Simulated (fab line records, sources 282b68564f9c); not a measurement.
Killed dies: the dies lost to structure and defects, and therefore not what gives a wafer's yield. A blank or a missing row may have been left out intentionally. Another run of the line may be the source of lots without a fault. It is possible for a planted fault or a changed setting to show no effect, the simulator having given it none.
fab line records	flow ritCmos
[record] lots = 14	wafers = 42	lastDay = 7
route steps=202 shown NWELL@37 GATE@93 NLDD@111 M1@202
lots that met no fault: from a run of the same line without faults
startH: the number of hours between the record's first day and the start of the first shown wafer of the lot	waitH: hours since the lot's step before	" as in the row above	L1.1+2: a single row standing in for several wafers	- no value present, or no start provided	* or withheld: withheld	< > ~ a bound
route shown NAME@n: NAME is a module with steps in the file, n the number in the route of the first one	usual: average and standard deviation across the fault-free wafers	same: alike in all rows	chamber/n: place in a boat	sites: readings site by site	_std_site: their standard deviation	_edge_site: inner sites' mean taken away from outer sites' mean	radiusMm: how far each site lies from the wafer's centre	mask NAME#n: copy n	behind: tool/chamber where the wafer was last shaped	hold: cause of the lot's hold/its duration in hours/its outcome	device: which transistor (n, p or np) failed to switch	end of line: at the end of the route, the tests of the same wafers	where a step has no rows: the recipe by itself	killed: dies that structure and defects cost at the first sort, which is not the same as the wafer's yield	map: per-die view of a wafer (x killed, . not killed, _ where there is no die)
set.NAME: the setting as run; set.NAME@STEP: as run at that earlier step	model.NAME: the simulator's own value behind a step, which no gauge read
the route's steps for a sample of lots (tables are steps, rows are wafers)
services: from which hour (startH, from the record's first day; less than 0 if before it) a tool's chamber was out of use, for how many hours, and why
[[steps]]
[step RIT_NWELL_STRIP_09]
[recipe] chemistry = O2	timeS = 180	resist = NOVOLAK	platenTempC = withheld	powerW = 500	pressureMtorr = 4000	o2FlowSccm = 4000
[usual] drypumpMotorCurrentA = 5.7/0.41
lot.wafer	tool	chamber	startH	waitH	drypumpMotorCurrentA	rfHoursCounterH
L803.2	plasmaAsher-04	1	28.87	0.1	5.8	38
L803.4	"	0	"	"	5.9	-
L803.6	"	0	"	"	5.9	-
L804.2	plasmaAsher-02	1	32.76	0.1	6.0	37
L804.3	"	1	"	"	5.9	-
L804.5	"	1	"	"	6.0	-
L805.1	plasmaAsher-04	0	38.10	0.1	5.8	39
L805.3	"	0	"	"	5.8	-
L805.4	"	1	"	"	5.8	-
L806.2	plasmaAsher-01	1	47.30	0.1	5.8	26
L806.4	"	0	"	"	4.8	-
L806.6	"	0	"	"	4.8	-
L807.1	plasmaAsher-04	0	50.67	0.1	5.9	40
L807.2	"	1	"	"	5.8	40
L807.3	"	0	"	"	5.9	-
L808.2	plasmaAsher-02	1	55.40	0.1	6.0	39
L808.4	"	1	"	"	6.0	-
L808.5	"	0	"	"	5.7	-
L809.2	plasmaAsher-02	1	59.04	0.1	6.0	39
L809.4	"	1	"	"	6.0	-
L809.6	"	0	"	"	5.7	-
L811.2	plasmaAsher-02	1	68.67	0.1	6.0	40
L811.4	"	0	"	"	5.7	-
L811.5	"	1	"	"	6.0	-
L812.4	plasmaAsher-01	1	72.59	0.1	5.9	-
L812.5	"	1	"	"	5.9	-
L812.6	"	0	"	"	4.8	-
L814.1	plasmaAsher-04	0	82.88	0.1	5.9	42
L814.4	"	1	"	"	5.8	-
L814.5	"	0	"	"	5.9	-
L816.2	plasmaAsher-01	1	95.50	0.1	5.9	32
L816.3	"	1	"	"	5.8	-
L816.4	"	0	"	"	4.8	-
L821.1	plasmaAsher-04	0	118.37	0.1	5.9	47
L821.2	"	1	"	"	5.8	47
L821.5	"	0	"	"	5.8	-
L822.1	plasmaAsher-01	1	122.38	0.1	5.9	35
L822.2	"	0	"	"	4.7	35
L822.5	"	0	"	"	4.7	-
L825.2	plasmaAsher-04	0	138.77	0.1	5.9	49
L825.5	"	1	"	"	5.8	-
L825.6	"	0	"	"	5.9	-
[step RIT_GATE_OVL_MEAS_17]
[usual] GATE_OVL = -0.3/1.1
lot.wafer	tool	chamber	startH	waitH	GATE_OVL[nm]
L803.2	overlay-01	-	48.14	0.1	-0.8
L803.4	"	-	"	"	-0.2
L803.6	"	-	"	"	0.3
L804.2	overlay-01	-	51.23	0.1	1.1
L804.3	"	-	"	"	0.8
L804.5	"	-	"	"	-0.7
L805.1	overlay-02	-	59.98	0.1	1.2
L805.3	"	-	"	"	0.4
L805.4	"	-	"	"	0.5
L806.2	overlay-01	-	63.26	0.1	-1.6
L806.4	"	-	"	"	-0.6
L806.6	"	-	"	"	-1.2
L807.1	overlay-01	-	69.37	0.1	-2.7
L807.2	"	-	"	"	-1.8
L807.3	"	-	"	"	-2.7
L808.2	overlay-01	-	72.76	0.1	0.5
L808.4	"	-	"	"	0.8
L808.5	"	-	"	"	0.6
L809.2	overlay-02	-	76.47	0.1	0.1
L809.4	"	-	"	"	-2.1
L809.6	"	-	"	"	-1.5
L811.2	overlay-02	-	85.78	0.1	-0.1
L811.4	"	-	"	"	-0.7
L811.5	"	-	"	"	-0.5
L812.4	overlay-01	-	92.93	0.1	0.8
L812.5	"	-	"	"	-0.6
L812.6	"	-	"	"	1.3
L814.1	overlay-02	-	99.44	0.1	0.6
L814.4	"	-	"	"	1.2
L814.5	"	-	"	"	-0.5
L816.2	overlay-01	-	114.02	0.1	0.7
L816.3	"	-	"	"	1.8
L816.4	"	-	"	"	0.4
L821.1	overlay-02	-	137.33	0.1	-1.4
L821.2	"	-	"	"	0.0
L821.5	"	-	"	"	-0.9
L822.1	overlay-01	-	139.53	0.1	0.6
L822.2	"	-	"	"	-0.7
L822.5	"	-	"	"	-0.5
L825.2	overlay-02	-	154.05	0.1	-0.7
L825.5	"	-	"	"	1.0
L825.6	"	-	"	"	0.7
[step RIT_GATE_STRIP_20]
[recipe] chemistry = O2	timeS = 180	resist = NOVOLAK	platenTempC = withheld	powerW = 500	pressureMtorr = 4000	o2FlowSccm = 4000
[usual] drypumpMotorCurrentA = 5.7/0.37
lot.wafer	tool	chamber	startH	waitH	drypumpMotorCurrentA	rfHoursCounterH
L803.2	plasmaAsher-04	0	48.43	0.1	5.9	40
L803.4	"	0	"	"	5.9	-
L803.6	"	0	"	"	5.9	-
L804.2	plasmaAsher-04	0	51.52	0.1	5.8	41
L804.3	"	1	"	"	5.8	-
L804.5	"	1	"	"	5.8	-
L805.1	plasmaAsher-02	1	60.28	0.1	6.0	39
L805.3	"	0	"	"	5.7	-
L805.4	"	1	"	"	6.0	-
L806.2	plasmaAsher-02	0	63.54	0.1	5.7	40
L806.4	"	1	"	"	6.0	-
L806.6	"	1	"	"	6.0	-
L807.1	plasmaAsher-02	0	69.67	0.1	5.7	40
L807.2	"	1	"	"	6.0	40
L807.3	"	0	"	"	5.7	-
L808.2	plasmaAsher-02	0	73.05	0.1	5.7	41
L808.4	"	1	"	"	6.0	-
L808.5	"	1	"	"	6.0	-
L809.2	plasmaAsher-01	0	76.76	0.1	4.8	30
L809.4	"	1	"	"	5.9	-
L809.6	"	1	"	"	5.9	-
L811.2	plasmaAsher-04	0	86.07	0.1	5.9	43
L811.4	"	1	"	"	5.8	-
L811.5	"	1	"	"	5.8	-
L812.4	plasmaAsher-02	1	93.27	0.1	6.0	-
L812.5	"	0	"	"	5.7	-
L812.6	"	1	"	"	5.9	-
L814.1	plasmaAsher-01	0	99.73	0.1	4.8	32
L814.4	"	0	"	"	4.8	-
L814.5	"	0	"	"	4.8	-
L816.2	plasmaAsher-02	0	114.31	0.1	5.7	45
L816.3	"	1	"	"	6.0	-
L816.4	"	0	"	"	5.7	-
L821.1	plasmaAsher-01	0	137.62	0.1	4.8	37
L821.2	"	1	"	"	5.9	37
L821.5	"	1	"	"	5.9	-
L822.1	plasmaAsher-02	0	139.82	0.1	5.7	48
L822.2	"	1	"	"	6.0	48
L822.5	"	1	"	"	6.0	-
L825.2	plasmaAsher-02	0	154.33	0.1	5.7	50
L825.5	"	1	"	"	6.0	-
L825.6	"	0	"	"	5.7	-
[step RIT_NLDD_IMPLANT_08]
[recipe] species = P	energyKev = 20	doseCm2 = 5e+14	tiltDeg = 7
[usual] beamEnergyKeV = 20.000/0.0065	doseIonsCm2 = 5.002e+14/5.7e+11
lot.wafer	tool	chamber	startH	waitH	beamEnergyKeV	doseIonsCm2
L803.2	implanter-04	0	52.76	0.1	20.000	4.992e+14
L803.4	"	0	"	"	20.002	5.006e+14
L803.6	"	0	"	"	19.992	5.008e+14
L804.2	implanter-01	0	58.09	0.1	19.983	5e+14
L804.3	"	0	"	"	19.986	5.002e+14
L804.5	"	0	"	"	19.987	5.018e+14
L805.1	implanter-04	0	64.68	0.1	19.994	5e+14
L805.3	"	0	"	"	19.997	5.003e+14
L805.4	"	0	"	"	20.002	4.989e+14
L806.2	implanter-04	0	68.63	0.1	19.999	5.002e+14
L806.4	"	0	"	"	20.004	5.002e+14
L806.6	"	0	"	"	19.993	5.007e+14
L807.1	implanter-01	0	74.20	0.1	19.991	5.001e+14
L807.2	"	0	"	"	20.001	5.004e+14
L807.3	"	0	"	"	20.011	4.999e+14
L808.2	implanter-03	0	77.43	0.1	19.995	5.002e+14
L808.4	"	0	"	"	19.994	4.999e+14
L808.5	"	0	"	"	19.993	5.002e+14
L809.2	implanter-01	0	82.51	0.1	20.003	4.999e+14
L809.4	"	0	"	"	20.010	4.998e+14
L809.6	"	0	"	"	20.007	4.995e+14
L811.2	implanter-01	0	90.85	0.1	20.005	5e+14
L811.4	"	0	"	"	20.008	5.002e+14
L811.5	"	0	"	"	20.005	5.006e+14
L812.4	implanter-01	0	97.59	0.1	20.000	5.233e+14
L812.5	"	0	"	"	20.002	5.237e+14
L812.6	"	0	"	"	20.010	5.236e+14
L814.1	implanter-03	0	105.87	0.1	19.994	5.01e+14
L814.4	"	0	"	"	19.993	5.001e+14
L814.5	"	0	"	"	19.996	5.005e+14
L816.2	implanter-01	0	118.64	0.1	20.011	5.25e+14
L816.3	"	0	"	"	20.002	5.251e+14
L816.4	"	0	"	"	20.005	5.246e+14
L821.1	implanter-04	0	142.00	0.1	19.999	5e+14
L821.2	"	0	"	"	20.004	4.993e+14
L821.5	"	0	"	"	20.011	5.003e+14
L822.1	implanter-04	0	144.61	0.1	19.996	4.992e+14
L822.2	"	0	"	"	20.003	4.995e+14
L822.5	"	0	"	"	20.003	4.992e+14
L825.2	implanter-03	0	159.22	0.1	20.000	5e+14
L825.5	"	0	"	"	19.998	5e+14
L825.6	"	0	"	"	19.998	5.002e+14
[step RIT_NLDD_TW_MEAS_10]
[usual] NLDD_TW = 2482/11
lot.wafer	tool	chamber	startH	waitH	NLDD_TW
L803.2	filmMetro-03	-	53.07	0.1	2462
L803.4	"	-	"	"	2475
L803.6	"	-	"	"	2471
L804.2	filmMetro-02	-	58.40	0.1	2494
L804.3	"	-	"	"	2508
L804.5	"	-	"	"	2485
L805.1	filmMetro-03	-	65.01	0.1	2477
L805.3	"	-	"	"	2474
L805.4	"	-	"	"	2472
L806.2	filmMetro-03	-	68.94	0.1	2479
L806.4	"	-	"	"	2467
L806.6	"	-	"	"	2484
L807.1	filmMetro-03	-	74.53	0.1	2480
L807.2	"	-	"	"	2472
L807.3	"	-	"	"	2489
L808.2	filmMetro-03	-	77.74	0.1	2472
L808.4	"	-	"	"	2488
L808.5	"	-	"	"	2476
L809.2	filmMetro-04	-	82.82	0.1	2473
L809.4	"	-	"	"	2476
L809.6	"	-	"	"	2479
L811.2	filmMetro-04	-	91.16	0.1	2476
L811.4	"	-	"	"	2466
L811.5	"	-	"	"	2464
L812.4	filmMetro-03	-	97.87	0.1	2508
L812.5	"	-	"	"	2513
L812.6	"	-	"	"	2512
L814.1	filmMetro-03	-	106.20	0.1	2484
L814.4	"	-	"	"	2463
L814.5	"	-	"	"	2470
L816.2	filmMetro-02	-	118.95	0.1	2534
L816.3	"	-	"	"	2503
L816.4	"	-	"	"	2512
L821.1	filmMetro-02	-	142.33	0.1	2484
L821.2	"	-	"	"	2476
L821.5	"	-	"	"	2484
L822.1	filmMetro-03	-	144.93	0.1	2497
L822.2	"	-	"	"	2479
L822.5	"	-	"	"	2498
L825.2	filmMetro-02	-	159.53	0.1	2469
L825.5	"	-	"	"	2474
L825.6	"	-	"	"	2455
[step RIT_SDANNEAL_RS_MEAS_07]
[recipe] thkMeasGauge = four-point-probe
[usual] NLDD_RS = 151.5/0.54
lot.wafer	tool	chamber	startH	waitH	NLDD_RS[ohm/sq]
L803.2	filmMetro-04	-	61.03	0.1	151.5
L803.4	"	-	"	"	151.6
L803.6	"	-	"	"	151.8
L804.2	filmMetro-02	-	66.32	0.1	150.6
L804.3	"	-	"	"	151.2
L804.5	"	-	"	"	151.5
L805.1	filmMetro-04	-	72.92	0.1	151.1
L805.3	"	-	"	"	151.2
L805.4	"	-	"	"	151.2
L806.2	filmMetro-03	-	77.09	0.1	151.4
L806.4	"	-	"	"	151.4
L806.6	"	-	"	"	150.9
L807.1	filmMetro-04	-	82.27	0.1	151.1
L807.2	"	-	"	"	150.9
L807.3	"	-	"	"	151.1
L808.2	filmMetro-02	-	85.70	0.1	151.4
L808.4	"	-	"	"	151.5
L808.5	"	-	"	"	151.6
L809.2	filmMetro-02	-	90.83	0.1	151.1
L809.4	"	-	"	"	151.3
L809.6	"	-	"	"	150.5
L811.2	filmMetro-02	-	100.81	0.1	151.6
L811.4	"	-	"	"	151.8
L811.5	"	-	"	"	152.0
L812.4	filmMetro-02	-	106.74	0.1	144.9
L812.5	"	-	"	"	145.1
L812.6	"	-	"	"	145.0
L814.1	filmMetro-04	-	114.19	0.1	151.8
L814.4	"	-	"	"	152.1
L814.5	"	-	"	"	151.8
L816.2	filmMetro-04	-	126.79	0.1	145.9
L816.3	"	-	"	"	146.4
L816.4	"	-	"	"	146.0
L821.1	filmMetro-03	-	150.35	0.1	152.6
L821.2	"	-	"	"	151.8
L821.5	"	-	"	"	151.6
L822.1	filmMetro-02	-	152.81	0.1	150.6
L822.2	"	-	"	"	151.3
L822.5	"	-	"	"	150.4
L825.2	filmMetro-02	-	167.30	0.1	151.3
L825.5	"	-	"	"	151.3
L825.6	"	-	"	"	151.4
[step RIT_M1_PROBE_99]
[usual] killedAtContacts = 0.1/0.3	killedAtFrontEnd = 6.7/2.6	killedDies = 6.8/2.6	killedOnRim = 1.9/1.3	killedOpen = 3.3/1.7	killedShort = 3.4/2
[same] grossDies = 264	killed_at_M0_to_M3 = 0	killed_at_M4_up = 0	killedAtBackSide = 0	killedAtOther = 0
lot.wafer	tool	chamber	startH	waitH	killedAtContacts	killedAtFrontEnd	killedDies	killedOnRim	killedOpen	killedShort
L803.2	prober-02	-	68.10	0.1	0	4	4	0	1	3
L803.4	prober-02	-	68.20	0.2	0	12	12	2	6	6
L803.6	prober-02	-	68.30	0.2	0	5	5	2	2	3
L804.2	prober-01	-	73.37	0.1	1	11	12	2	7	5
L804.3	prober-01	-	73.42	0.2	0	11	11	5	5	6
L804.5	prober-01	-	73.52	0.2	0	9	9	2	3	6
L805.1	prober-02	-	79.91	0.1	0	3	3	0	3	0
L805.3	prober-02	-	80.01	0.2	0	6	6	1	2	4
L805.4	prober-02	-	80.06	0.2	0	8	8	0	6	2
L806.2	prober-01	-	83.99	0.1	0	8	8	2	4	4
L806.4	prober-01	-	84.09	0.2	0	8	8	3	4	4
L806.6	prober-01	-	84.19	0.2	0	6	6	3	1	4
L807.1	prober-02	-	89.39	0.1	0	9	9	1	4	5
L807.2	prober-02	-	89.44	0.1	0	2	2	1	0	2
L807.3	prober-02	-	89.49	0.2	0	10	10	2	3	7
L808.2	prober-01	-	92.74	0.1	0	4	4	1	2	2
L808.4	prober-01	-	92.84	0.2	0	7	7	2	5	2
L808.5	prober-01	-	92.89	0.2	0	7	7	2	5	2
L809.2	prober-02	-	97.96	0.1	0	6	6	2	2	4
L809.4	prober-02	-	98.06	0.2	0	3	3	1	2	1
L809.6	prober-02	-	98.16	0.2	0	8	8	3	3	5
L811.2	prober-01	-	108.15	0.1	0	5	5	1	4	1
L811.4	prober-01	-	108.25	0.2	0	5	5	2	3	2
L811.5	prober-01	-	108.30	0.2	0	6	6	3	3	3
L812.4	prober-01	-	113.81	0.2	0	7	7	5	6	1
L812.5	prober-01	-	113.86	0.2	0	5	5	2	1	4
L812.6	prober-01	-	113.91	0.2	0	4	4	2	1	3
L814.1	prober-01	-	121.69	0.1	0	5	5	3	3	2
L814.4	prober-01	-	121.84	0.2	0	12	12	1	4	8
L814.5	prober-01	-	121.89	0.2	0	7	7	2	2	5
L816.2	prober-01	-	133.85	0.1	0	11	11	2	4	7
L816.3	prober-01	-	133.90	0.2	0	8	8	2	3	5
L816.4	prober-01	-	133.95	0.2	0	8	8	1	4	4
L821.1	prober-02	-	157.47	0.1	0	10	10	5	4	6
L821.2	prober-02	-	157.52	0.1	0	4	4	2	3	1
L821.5	prober-02	-	157.67	0.2	0	5	5	2	5	0
L822.1	prober-01	-	160.04	0.1	0	3	3	1	2	1
L822.2	prober-01	-	160.09	0.1	0	7	7	0	3	4
L822.5	prober-01	-	160.24	0.2	0	7	7	5	2	5
L825.2	prober-02	-	174.39	0.1	0	6	6	2	1	5
L825.5	prober-02	-	174.54	0.2	0	3	3	1	1	2
L825.6	prober-02	-	174.59	0.2	1	5	6	0	4	2
// killed by level:class
L803.2 GATE:geometricParticle:short=2 FOX1:geometricParticle:short=1 GATE:geometricParticle:open=1
L803.4 GATE:geometricParticle:short=5 GATE:geometricParticle:open=3 REOX:geometricParticle:open=2 FOX1:geometricParticle:open=1 REOX:geometricParticle:short=1
L803.6 GATE:geometricParticle:open=2 FOX1:geometricParticle:short=1 GATE:geometricParticle:short=1 REOX:geometricParticle:short=1
L804.2 GATE:geometricParticle:short=2 GATE:geometricParticle:open=2 SILICIDE:geometricParticle:open=2 FOX1:geometricParticle:short=1 FOX2:geometricParticle:short=1 REOX:geometricParticle:open=1 SPACER:geometricParticle:open=1 SILICIDE:geometricParticle:short=1
L804.3 FOX1:geometricParticle:short=2 GATE:geometricParticle:open=2 GATE:geometricParticle:short=2 SPACER:geometricParticle:open=2 FOX1:geometricParticle:open=1 FOX2:geometricParticle:short=1 SPACER:geometricParticle:short=1
L804.5 GATE:geometricParticle:open=2 GATE:geometricParticle:short=2 FOX1:geometricParticle:short=1 REOX:geometricParticle:short=1 REOX:geometricParticle:open=1 SPACER:geometricParticle:short=1 SILICIDE:geometricParticle:short=1
L805.1 FOX1:geometricParticle:open=1 FOX2:geometricParticle:open=1 GATE:geometricParticle:open=1
L805.3 REOX:geometricParticle:short=2 GATE:geometricParticle:open=1 SPACER:geometricParticle:short=1 SILICIDE:geometricParticle:open=1 SILICIDE:geometricParticle:short=1
L805.4 FOX1:geometricParticle:open=3 GATE:geometricParticle:open=2 FOX1:geometricParticle:short=1 FOX2:geometricParticle:short=1 SPACER:geometricParticle:open=1
L806.2 REOX:geometricParticle:short=3 GATE:geometricParticle:open=2 FOX2:geometricParticle:open=1 GATE:geometricParticle:short=1 SPACER:geometricParticle:open=1
L806.4 GATE:geometricParticle:short=3 GATE:geometricParticle:open=2 ACTIVE:geometricParticle:open=1 FOX1:geometricParticle:open=1 FOX1:geometricParticle:short=1
L806.6 REOX:geometricParticle:short=3 GATE:geometricParticle:short=1 SILICIDE:geometricParticle:open=1 PLDD:coatMicrobubblePrinted=1
L807.1 GATE:geometricParticle:short=3 GATE:geometricParticle:open=2 REOX:geometricParticle:short=2 SPACER:geometricParticle:open=2
L807.2 SPACER:geometricParticle:short=1 SILICIDE:geometricParticle:short=1
L807.3 GATE:geometricParticle:short=2 GATE:geometricParticle:open=2 REOX:geometricParticle:short=2 FOX1:geometricParticle:short=1 REOX:geometricParticle:open=1 SPACER:geometricParticle:short=1 SILICIDE:geometricParticle:short=1
L808.2 GATE:geometricParticle:short=2 FOX1:geometricParticle:open=1 GATE:geometricParticle:open=1
L808.4 FOX1:geometricParticle:short=2 FOX2:geometricParticle:open=2 GATE:geometricParticle:open=2 FOX1:geometricParticle:open=1
L808.5 GATE:geometricParticle:open=2 FOX1:geometricParticle:open=1 FOX1:geometricParticle:short=1 FOX2:geometricParticle:open=1 FOX2:geometricParticle:short=1 SILICIDE:geometricParticle:open=1
L809.2 ACTIVE:geometricParticle:short=1 FOX1:geometricParticle:short=1 GATE:geometricParticle:short=1 GATE:geometricParticle:open=1 SILICIDE:geometricParticle:open=1 SILICIDE:geometricParticle:short=1
L809.4 GATE:geometricParticle:open=2 GATE:geometricParticle:short=1
L809.6 SPACER:geometricParticle:short=3 GATE:geometricParticle:open=2 FOX2:geometricParticle:open=1 GATE:geometricParticle:short=1 SILICIDE:geometricParticle:short=1
L811.2 REOX:geometricParticle:open=2 FOX1:geometricParticle:open=1 FOX1:geometricParticle:short=1 SPACER:geometricParticle:open=1
L811.4 REOX:geometricParticle:open=2 FOX2:geometricParticle:open=1 GATE:geometricParticle:short=1 SILICIDE:geometricParticle:short=1
L811.5 GATE:geometricParticle:short=2 GATE:geometricParticle:open=2 REOX:geometricParticle:short=1 REOX:geometricParticle:open=1
L812.4 GATE:geometricParticle:open=5 SPACER:geometricParticle:short=1 SILICIDE:geometricParticle:open=1
L812.5 GATE:geometricParticle:short=2 SPACER:geometricParticle:short=2 FOX1:geometricParticle:open=1
L812.6 GATE:geometricParticle:open=1 GATE:geometricParticle:short=1 REOX:geometricParticle:short=1 SPACER:geometricParticle:short=1
L814.1 GATE:geometricParticle:open=2 ACTIVE:geometricParticle:open=1 GATE:geometricParticle:short=1 SPACER:geometricParticle:short=1
L814.4 GATE:geometricParticle:short=4 GATE:geometricParticle:open=3 SILICIDE:geometricParticle:short=3 FOX1:geometricParticle:open=1 SPACER:geometricParticle:short=1
L814.5 GATE:geometricParticle:short=3 GATE:geometricParticle:open=2 SPACER:geometricParticle:short=2
L816.2 SPACER:geometricParticle:short=2 SPACER:geometricParticle:open=2 SILICIDE:geometricParticle:open=2 SILICIDE:geometricParticle:short=2 FOX1:geometricParticle:short=1 GATE:geometricParticle:short=1 REOX:geometricParticle:short=1
L816.3 FOX1:geometricParticle:short=4 REOX:geometricParticle:open=2 FOX1:geometricParticle:open=1 GATE:geometricParticle:short=1
L816.4 GATE:geometricParticle:open=4 FOX1:geometricParticle:short=2 GATE:geometricParticle:short=1 SILICIDE:geometricParticle:short=1
L821.1 GATE:geometricParticle:open=2 GATE:geometricParticle:short=2 SILICIDE:geometricParticle:short=2 FOX2:geometricParticle:short=1 REOX:geometricParticle:short=1 SPACER:geometricParticle:open=1 SILICIDE:geometricParticle:open=1
L821.2 FOX2:geometricParticle:open=1 GATE:geometricParticle:open=1 GATE:geometricParticle:short=1 SILICIDE:geometricParticle:open=1
L821.5 GATE:geometricParticle:open=2 SPACER:geometricParticle:open=2 FOX1:geometricParticle:open=1
L822.1 GATE:geometricParticle:open=2 GATE:geometricParticle:short=1
L822.2 SPACER:geometricParticle:short=2 FOX1:geometricParticle:short=1 GATE:geometricParticle:short=1 REOX:geometricParticle:open=1 SPACER:geometricParticle:open=1 SILICIDE:geometricParticle:open=1
L822.5 FOX1:geometricParticle:short=2 GATE:geometricParticle:short=2 GATE:geometricParticle:open=1 SPACER:geometricParticle:short=1 SPACER:geometricParticle:open=1
L825.2 REOX:geometricParticle:short=3 SILICIDE:geometricParticle:short=2 FOX1:geometricParticle:open=1
L825.5 FOX1:geometricParticle:short=1 REOX:geometricParticle:short=1 REOX:geometricParticle:open=1
L825.6 FOX1:geometricParticle:short=1 FOX1:geometricParticle:open=1 GATE:geometricParticle:short=1 REOX:geometricParticle:open=1 SILICIDE:geometricParticle:open=1 CONTACT:geometricParticle:open=1
[[services]]
tool	chamber	startH	hours	kind
implanter-03	-	46.71	5.2	repair
plasmaAsher-04	-	62.96	15.9	pm
plasmaAsher-02	-	67.06	1.2	repair
implanter-04	-	90.52	2.5	repair
implanter-04	-	102.93	3.4	repair
[[key]]
[firstSign] step = RIT_NLDD_IMPLANT_08	reading = doseIonsCm2	direction = up	sigmas = 42	usual = 5.002e+14	struck = 5.242e+14
[effect] step = RIT_NLDD_TW_MEAS_10	reading = NLDD_TW	direction = up	sigmas = 2.9	usual = 2482	struck = 2514
[effect] step = RIT_SDANNEAL_RS_MEAS_07	reading = NLDD_RS	direction = down	sigmas = 11	usual = 151.5	struck = 145.5
metAt RIT_NLDD_IMPLANT_08
struckLots L812,L816
testerLeftOut L812,L816
notActingAt RIT_NWELL_STRIP_09,RIT_GATE_OVL_MEAS_17,RIT_GATE_STRIP_20
onsetBetween 90.85 97.59
[fault] kind = processParameterDrift	tool = implanter-01	chamber = -	onsetH = 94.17	steps = RIT_NLDD_IMPLANT_08	channel = doseCm2	offset = 2.3621e+13	shape = step	endH = 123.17	actsIn = theseRecipesOnly	stated = 5e+14
// testerLeftOut: of these lots the tester's yield and bins aren't shown, on N5 and GAA mostly nor the transistor test; their killed dies are dies lost to structure and defects alone, not to doping, threshold or leakage, so they don't give the yield
